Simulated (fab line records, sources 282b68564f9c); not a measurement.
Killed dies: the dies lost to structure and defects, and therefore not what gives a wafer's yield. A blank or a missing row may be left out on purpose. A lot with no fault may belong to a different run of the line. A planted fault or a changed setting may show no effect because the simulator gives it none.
What tool caused it? | flow rit-cmos | Sampling: 7 lots, 21 wafers, 2 of 202 route steps

WHAT THE GAUGES READ, wafer by wafer
RIT_PLDD_TW_MEAS_10.
lot  | measured    | on            | PLDD_TW
L238 | day 3 05:36 | film-metro-03 | 2353 2348 2354
L240 | day 3 15:54 | film-metro-04 | 2333 2318 2324
L245 | day 4 16:52 | film-metro-02 | 30 29 30
L247 | day 5 03:17 | film-metro-03 | 2352 2342 2349
L250 | day 5 18:04 | film-metro-03 | 2357 2354 2343
L254 | day 6 14:43 | film-metro-04 | 2328 2326 2333
L257 | day 7 03:57 | film-metro-04 | 2333 2343 2335

EACH LOT AND THE TOOL THAT RAN IT (in order: tool; ch and the chambers of the sampled wafers; start)
lot  | RIT_PLDD_DEVELOP_05
L238 | litho-track-04 ch 0, day 3 04:00
L240 | litho-track-02 ch 0, day 3 15:00
L245 | litho-track-04 ch 0, day 4 16:00
L247 | litho-track-03 ch 0, day 5 02:00
L250 | litho-track-02 ch 0, day 5 17:00
L254 | litho-track-02 ch 0, day 6 14:00
L257 | litho-track-02 ch 0, day 7 03:00
- RIT_PLDD_DEVELOP_05: develop time 50 s.

THE ANSWER, worked out from the rows above alone
Rule: what is usual is taken from the lots themselves. Put in order of their means at a reading, lots are off if they are a third of the lots or fewer, leave a main group of 4 or more, and stand apart from it by a gap of 3 or more times the standard deviation of the main group's means; of several such gaps the widest counts. A main group is skipped when, at the precision printed for the reading in the tables above, its means are all equal. Also off: a lot with no number at a reading for which 4 or more lots have one. The other lots that the step has rows for count as sound.
Off: L245, at RIT_PLDD_TW_MEAS_10 (PLDD_TW). Mean 2340 and standard deviation 11 in the main group.
If a tool, at a process step before that reading, ran all the lots that are off and no sound lot after the first of them, it fits. The gauges at RIT_PLDD_TW_MEAS_10 are tried like those tools. This does not decide it: 2 tools fit, namely litho-track-04 at RIT_PLDD_DEVELOP_05 and film-metro-02 at RIT_PLDD_TW_MEAS_10.

WHAT THE SIMULATOR HAD PUT IN
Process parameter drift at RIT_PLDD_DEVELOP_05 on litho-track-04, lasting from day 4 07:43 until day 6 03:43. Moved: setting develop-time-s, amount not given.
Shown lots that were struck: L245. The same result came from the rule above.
